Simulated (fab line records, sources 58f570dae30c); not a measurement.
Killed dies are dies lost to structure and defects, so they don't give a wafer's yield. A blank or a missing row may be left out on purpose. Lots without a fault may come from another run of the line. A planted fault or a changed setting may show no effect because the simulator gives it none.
One fault seen from 2 desks | flow berkeley_cmos170 | each desk has only its own numbers; what lay behind them comes last

THE METROLOGY DESK
What the gauges read, lot by lot, whatever tool the lot ran on: means of the sampled wafers that have a number. A lot is out of limits, marked OUT, if its mean lies more than 4 standard deviations from the usual mean; the brackets give that distance.
Columns: A = CONTACT_PSG_THK at UCB170_CONTACT_THK_MEAS_02, usual 685 nm; B = cd_nm at UCB170_CONTACT_CD_MEAS_15, usual 699.8 nm; C = CONTACT_OVL at UCB170_CONTACT_OVL_MEAS_16, usual 3 nm
lot  | first seen here | A   | B     | C
L812 | day 6 17:55     | 686 | 699.3 | -3
L813 | day 6 23:32     | 693 | 700.7 | 1
L826 | day 9 22:56     | 695 | 697.7 | -2
L828 | day 10 15:27    | 683 | 700.1 | -6
L832 | day 10 16:41    | 676 | 700.4 | 9
L833 | day 11 20:20    | 680 | 698.9 | 3
This desk's finding: nothing out of limits on any of the 6 lots.

THE TOOL OWNER'S DESK: litho_track-03
The tool's own readings at UCB170_CONTACT_COAT_10 (resist thk 900 nm): means of the sampled wafers that have a number, for each lot that ran on this tool. A lot is out of limits, marked OUT, if its mean lies more than 4 standard deviations from the usual mean; the brackets give that distance.
Columns: A = resist_line_temp_C at UCB170_CONTACT_COAT_10, usual 22.99 C; B = spin_speed_rpm at UCB170_CONTACT_COAT_10, usual 1499.9 rpm
lot  | first seen here | A     | B
L812 | day 6 18:00     | 22.95 | 1500.3
L813 | day 7 00:00     | 22.80 | 1500.9
L826 | day 9 23:00     | 22.98 | 1388.6 (-99 or more) OUT
L828 | day 10 16:00    | 23.00 | 1389.0 (-99 or more) OUT
This desk's finding: out of limits on L826, L828; first on L826, day 9 23:00 (spin_speed_rpm at UCB170_CONTACT_COAT_10). In limits: L812, L813.

PUT TOGETHER
The tool owner's desk could have raised an alarm at day 9 23:00, on L826, L828.
The metrology desk saw nothing out of limits.
The metrology desk has L826, L828 on record, within its limits.
Of the lots named, all ran UCB170_CONTACT_COAT_10 on litho_track-03.

WHAT THE SIMULATOR HAD PUT IN
Process parameter drift: litho_track-03, from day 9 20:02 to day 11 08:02, at UCB170_CONTACT_COAT_10. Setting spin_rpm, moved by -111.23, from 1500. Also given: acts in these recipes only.
Lots struck among those shown: L826, L828.
Hours from the fault's start to each desk's first reading out of limits: the tool owner's desk, 3.
